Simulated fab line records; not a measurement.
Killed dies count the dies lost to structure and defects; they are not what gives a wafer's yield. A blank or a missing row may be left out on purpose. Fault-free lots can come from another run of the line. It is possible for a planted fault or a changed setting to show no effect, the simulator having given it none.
Which of the tools did it?    flow berkeleyCmos170    route of 331 steps, sampled at 1 step: 7 lots, 21 wafers

WHAT THE GAUGES READ, wafer by wafer
UCB170_NSD_TW_MEAS_10.
lot   measured      on            NSD_TW
L895  day 8 22:17   filmMetro-04  4192 4176 4204
L899  day 9 21:50   filmMetro-02  4190 4193 4194
L900  day 9 22:29   filmMetro-04  4181 4204 4204
L908  day 11 11:46  filmMetro-03  4234 4211 4260
L906  day 11 12:19  filmMetro-03  4223 4248 4240
L911  day 12 04:31  filmMetro-04  4203 4217 4206
L913  day 12 15:55  filmMetro-02  4189 4180 4171

EACH LOT AND THE TOOL THAT RAN IT (in order: tool; ch and the chambers of the sampled wafers; start)
There is no process step in the record ahead of these readings.

THE ANSWER, worked out from the rows above alone
Rule: usual is defined by the lots themselves. The widest of any qualifying gaps counts: lots, ordered by their means at a reading, are off when they make up no more than a third of the lots, leave a main group of 4 or more, and stand apart from it by 3 or more times the standard deviation of that group's means. If all means in a main group match to the digits the tables above print for the reading, that group is not used. A lot without any number at a reading at which 4 lots or more have one is off too. Where the step has rows for the other lots, those lots are counted as sound.
Across all readings shown, no lot is off: no conclusion can be drawn from this.

WHAT HAD BEEN PUT IN BY THE SIMULATOR
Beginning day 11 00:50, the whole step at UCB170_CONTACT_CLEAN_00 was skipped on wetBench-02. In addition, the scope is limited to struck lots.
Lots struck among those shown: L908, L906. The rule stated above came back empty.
